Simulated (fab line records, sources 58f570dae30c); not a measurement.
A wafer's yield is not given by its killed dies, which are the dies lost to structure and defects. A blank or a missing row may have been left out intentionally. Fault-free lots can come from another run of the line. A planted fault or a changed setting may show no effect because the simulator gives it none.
Which tool is to blame? / flow berkeley-cmos170 / Sampling: 14 lots, 42 wafers, 4 of 331 route steps

== WHAT THE GAUGES SHOWED, per wafer ==
UCB170_M2_OVL_MEAS_16.
lot=L169; measured=day 7 06:12; on=overlay-01; M2_OVL (nm)=-4 -5 -9
lot=L171; measured=day 7 17:17; on=overlay-02; M2_OVL (nm)=-3 0 -4
lot=L170; measured=day 7 17:25; on=overlay-01; M2_OVL (nm)=4 7 5
lot=L172; measured=day 8 03:33; on=overlay-02; M2_OVL (nm)=4 2 7
lot=L173; measured=day 8 03:16; on=overlay-01; M2_OVL (nm)=1 -1 3
lot=L174; measured=day 8 03:04; on=overlay-02; M2_OVL (nm)=-11 -6 -11
lot=L175; measured=day 8 17:36; on=overlay-01; M2_OVL (nm)=-8 -3 -7
lot=L176; measured=day 8 17:13; on=overlay-02; M2_OVL (nm)=7 13 12
lot=L184; measured=day 10 07:04; on=overlay-02; M2_OVL (nm)=9 6 4
lot=L185; measured=day 11 05:17; on=overlay-02; M2_OVL (nm)=5 6 9
lot=L186; measured=day 11 04:35; on=overlay-01; M2_OVL (nm)=10 8 14
lot=L188; measured=day 11 06:29; on=overlay-02; M2_OVL (nm)=-4 -1 1
lot=L189; measured=day 11 18:06; on=overlay-02; M2_OVL (nm)=-4 6 0
lot=L192; measured=day 11 17:59; on=overlay-01; M2_OVL (nm)=-10 -4 -14

UCB170_M3_CD_MEAS_15: the cd target is 700 nm.
lot=L169; measured=day 7 13:10; on=cd-sem-01; cd-nm (nm)=701.0 700.1 700.4
lot=L171; measured=day 7 22:38; on=cd-sem-01; cd-nm (nm)=697.9 698.4 699.9
lot=L170; measured=day 7 23:40; on=cd-sem-02; cd-nm (nm)=702.6 702.2 701.7
lot=L172; measured=day 8 10:01; on=cd-sem-02; cd-nm (nm)=701.4 702.4 701.5
lot=L173; measured=day 8 09:24; on=cd-sem-01; cd-nm (nm)=698.6 698.1 698.3
lot=L174; measured=day 8 09:13; on=cd-sem-02; cd-nm (nm)=701.0 701.3 702.8
lot=L175; measured=day 8 22:57; on=cd-sem-02; cd-nm (nm)=700.5 697.1 698.6
lot=L176; measured=day 8 22:16; on=cd-sem-01; cd-nm (nm)=699.4 700.8 699.5
lot=L184; measured=day 10 12:52; on=cd-sem-01; cd-nm (nm)=701.2 700.3 700.3
lot=L185; measured=day 11 10:41; on=cd-sem-01; cd-nm (nm)=699.0 698.6 700.9
lot=L186; measured=day 11 09:41; on=cd-sem-01; cd-nm (nm)=700.8 701.0 701.3
lot=L188; measured=day 11 11:28; on=cd-sem-01; cd-nm (nm)=700.5 700.0 699.8
lot=L189; measured=day 11 23:49; on=cd-sem-02; cd-nm (nm)=699.1 700.7 698.9
lot=L192; measured=day 11 23:28; on=cd-sem-02; cd-nm (nm)=698.1 696.5 696.8

== EACH LOT AND THE TOOL THAT RAN IT (in order: tool; ch and the chambers of the sampled wafers; start) ==
lot=L169; UCB170_ACTIVE_PEB_11=litho-track-01 ch 0, day 3 19:56; UCB170_NSD_STRIP_09=plasma-asher-04 ch 0, day 6 10:01
lot=L171; UCB170_ACTIVE_PEB_11=litho-track-03 ch 0, day 4 07:29; UCB170_NSD_STRIP_09=plasma-asher-04 ch 0,1, day 7 00:42
lot=L170; UCB170_ACTIVE_PEB_11=litho-track-01 ch 0, day 4 07:37; UCB170_NSD_STRIP_09=plasma-asher-01 ch 0,1, day 7 00:29
lot=L172; UCB170_ACTIVE_PEB_11=litho-track-01 ch 0, day 4 15:07; UCB170_NSD_STRIP_09=plasma-asher-02 ch 0,1, day 7 08:31
lot=L173; UCB170_ACTIVE_PEB_11=litho-track-01 ch 0, day 4 23:25; UCB170_NSD_STRIP_09=plasma-asher-04 ch 0,1, day 7 09:05
lot=L174; UCB170_ACTIVE_PEB_11=litho-track-01 ch 0, day 4 23:42; UCB170_NSD_STRIP_09=plasma-asher-01 ch 0,1, day 7 08:12
lot=L175; UCB170_ACTIVE_PEB_11=litho-track-04 ch 0, day 5 07:38; UCB170_NSD_STRIP_09=plasma-asher-02 ch 0,1, day 7 22:36
lot=L176; UCB170_ACTIVE_PEB_11=litho-track-04 ch 0, day 5 08:02; UCB170_NSD_STRIP_09=plasma-asher-04 ch 0,1, day 7 23:01
lot=L184; UCB170_ACTIVE_PEB_11=litho-track-04 ch 0, day 7 08:29; UCB170_NSD_STRIP_09=plasma-asher-01 ch 0,1, day 9 12:27
lot=L185; UCB170_ACTIVE_PEB_11=litho-track-04 ch 0, day 7 20:39; UCB170_NSD_STRIP_09=plasma-asher-04 ch 0,1, day 10 02:57
lot=L186; UCB170_ACTIVE_PEB_11=litho-track-04 ch 0, day 7 20:51; UCB170_NSD_STRIP_09=plasma-asher-04 ch 0,1, day 10 03:41
lot=L188; UCB170_ACTIVE_PEB_11=litho-track-01 ch 0, day 8 03:38; UCB170_NSD_STRIP_09=plasma-asher-02 ch 0,1, day 10 07:46
lot=L189; UCB170_ACTIVE_PEB_11=litho-track-01 ch 0, day 8 11:43; UCB170_NSD_STRIP_09=plasma-asher-04 ch 0,1, day 10 18:49
lot=L192; UCB170_ACTIVE_PEB_11=litho-track-04 ch 0, day 8 11:45; UCB170_NSD_STRIP_09=plasma-asher-01 ch 0,1, day 10 19:06
- UCB170_ACTIVE_PEB_11
- UCB170_NSD_STRIP_09: strips in O2.

== AS READ BY THE TOOLS THEMSELVES (means over the sampled wafers that have a number; for cases with no such wafer, the mark the record gives instead) ==
UCB170_ACTIVE_PEB_11.
lot=L169; tool=litho-track-01; heater-power-total-W (W)=56.76
lot=L171; tool=litho-track-03; heater-power-total-W (W)=56.82
lot=L170; tool=litho-track-01; heater-power-total-W (W)=56.79
lot=L172; tool=litho-track-01; heater-power-total-W (W)=56.85
lot=L173; tool=litho-track-01; heater-power-total-W (W)=57.65
lot=L174; tool=litho-track-01; heater-power-total-W (W)=57.63
lot=L175; tool=litho-track-04; heater-power-total-W (W)=56.76
lot=L176; tool=litho-track-04; heater-power-total-W (W)=56.81
lot=L184; tool=litho-track-04; heater-power-total-W (W)=56.84
lot=L185; tool=litho-track-04; heater-power-total-W (W)=56.79
lot=L186; tool=litho-track-04; heater-power-total-W (W)=56.74
lot=L188; tool=litho-track-01; heater-power-total-W (W)=56.79
lot=L189; tool=litho-track-01; heater-power-total-W (W)=56.76
lot=L192; tool=litho-track-04; heater-power-total-W (W)=56.74

UCB170_NSD_STRIP_09.
lot=L169; tool=plasma-asher-04; drypump-motor-current-A (A)=5.8; oes-product-au (a.u.)=0.535; strip-time-to-endpoint-s (s)=36.17
lot=L171; tool=plasma-asher-04; drypump-motor-current-A (A)=6.0; oes-product-au (a.u.)=0.538; strip-time-to-endpoint-s (s)=36.24
lot=L170; tool=plasma-asher-01; drypump-motor-current-A (A)=5.2; oes-product-au (a.u.)=0.531; strip-time-to-endpoint-s (s)=36.13
lot=L172; tool=plasma-asher-02; drypump-motor-current-A (A)=5.6; oes-product-au (a.u.)=0.534; strip-time-to-endpoint-s (s)=36.19
lot=L173; tool=plasma-asher-04; drypump-motor-current-A (A)=6.0; oes-product-au (a.u.)=0.533; strip-time-to-endpoint-s (s)=36.11
lot=L174; tool=plasma-asher-01; drypump-motor-current-A (A)=5.3; oes-product-au (a.u.)=0.538; strip-time-to-endpoint-s (s)=36.25
lot=L175; tool=plasma-asher-02; drypump-motor-current-A (A)=5.5; oes-product-au (a.u.)=0.534; strip-time-to-endpoint-s (s)=36.18
lot=L176; tool=plasma-asher-04; drypump-motor-current-A (A)=6.0; oes-product-au (a.u.)=0.537; strip-time-to-endpoint-s (s)=36.20
lot=L184; tool=plasma-asher-01; drypump-motor-current-A (A)=5.2; oes-product-au (a.u.)=0.536; strip-time-to-endpoint-s (s)=36.29
lot=L185; tool=plasma-asher-04; drypump-motor-current-A (A)=6.0; oes-product-au (a.u.)=0.539; strip-time-to-endpoint-s (s)=36.17
lot=L186; tool=plasma-asher-04; drypump-motor-current-A (A)=6.0; oes-product-au (a.u.)=0.533; strip-time-to-endpoint-s (s)=36.25
lot=L188; tool=plasma-asher-02; drypump-motor-current-A (A)=5.5; oes-product-au (a.u.)=0.539; strip-time-to-endpoint-s (s)=36.24
lot=L189; tool=plasma-asher-04; drypump-motor-current-A (A)=5.9; oes-product-au (a.u.)=0.534; strip-time-to-endpoint-s (s)=36.21
lot=L192; tool=plasma-asher-01; drypump-motor-current-A (A)=5.2; oes-product-au (a.u.)=0.537; strip-time-to-endpoint-s (s)=36.07

== THE ANSWER, worked out from the rows above alone ==
Rule: what is usual is taken from the lots themselves. Put in order of their means at a reading, lots are off if they are a third of the lots or fewer, leave a main group of 4 or more, and stand apart from it by a gap of 3 or more times the standard deviation of the main group's means; of several such gaps the widest counts. Not used: any main group whose means are identical at the precision the tables above print for the reading. Also off: a lot with no number at a reading for which 4 or more lots have one. The other lots that the step has rows for count as sound. The gauges are gone through in route order, then the tools' own readings, and for those a lot's mean is taken as printed above. At the first step where some lot is off, the reading lying furthest off is the one used; lots without a number count as furthest.
Off at UCB170_ACTIVE_PEB_11 (heater-power-total-W): L173, L174. The main group: mean 56.79 W, standard deviation 0.035.
If a tool, at that step or one of the process steps before it, ran each lot that is off and ran no sound lot following the first of them, it fits. No candidate that was tried fits.

== WHAT HAD BEEN PUT IN BY THE SIMULATOR ==
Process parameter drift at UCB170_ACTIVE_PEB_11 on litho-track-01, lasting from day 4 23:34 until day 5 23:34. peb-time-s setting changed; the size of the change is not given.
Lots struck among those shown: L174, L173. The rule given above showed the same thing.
